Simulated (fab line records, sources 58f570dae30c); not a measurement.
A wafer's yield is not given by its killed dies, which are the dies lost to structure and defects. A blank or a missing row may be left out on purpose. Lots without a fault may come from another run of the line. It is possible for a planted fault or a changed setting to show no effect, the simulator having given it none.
Chamber matching -- flow berkeley cmos170 -- UCB170_V2_CVD_00 on pecvd-01: 3 sister chambers
The step deposits SiO2 from TEOS/O2, target thk 2000 nm, time 250 s. 6 wafers are shown with their chamber, then 7 later ones without.

WAFERS WITH THEIR CHAMBER
wafer,chamber,heater power w (W)
L962.6,0,216
L970.1,1,245
L970.4,0,214
L970.6,2,167
L975.1,1,183
L975.2,2,214

WAFERS MISSING THEIR CHAMBER
wafer,heater power w (W)
L975.5,293
L976.2,242
L976.5,212
L976.6,171
L977.1,172
L977.5,208
L977.6,233

EACH ONE'S CHAMBER
wafer,from the rows above,in truth
L975.5,can't be placed: 0 or 1 or 2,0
L976.2,can't be placed: 0 or 1 or 2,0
L976.5,can't be placed: 1 or 0 or 2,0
L976.6,can't be placed: 2 or 1 or 0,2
L977.1,can't be placed: 2 or 1 or 0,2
L977.5,can't be placed: 1 or 0 or 2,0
L977.6,can't be placed: 0 or 1 or 2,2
Correct placement for 0 of the 7. Cannot be placed on the basis of these rows: 7; the candidates contain the true chamber in 7. Placed wrongly: 0.
How it was worked out, from the rows above alone: a wafer's distance from a chamber is the root of the sum, over the readings, of the square of ((its reading less the chamber's mean) divided by the reading's scatter). If the next closest chamber is less than 2 further off than the closest, the wafer can't be placed; otherwise it belongs to the closest. For every chamber, the mean is computed from those of its wafers that are shown. How the scatter is found: for the shown wafers, subtract from each reading the mean of its chamber, square and add these, divide the total by (wafers less chambers), then take the root.
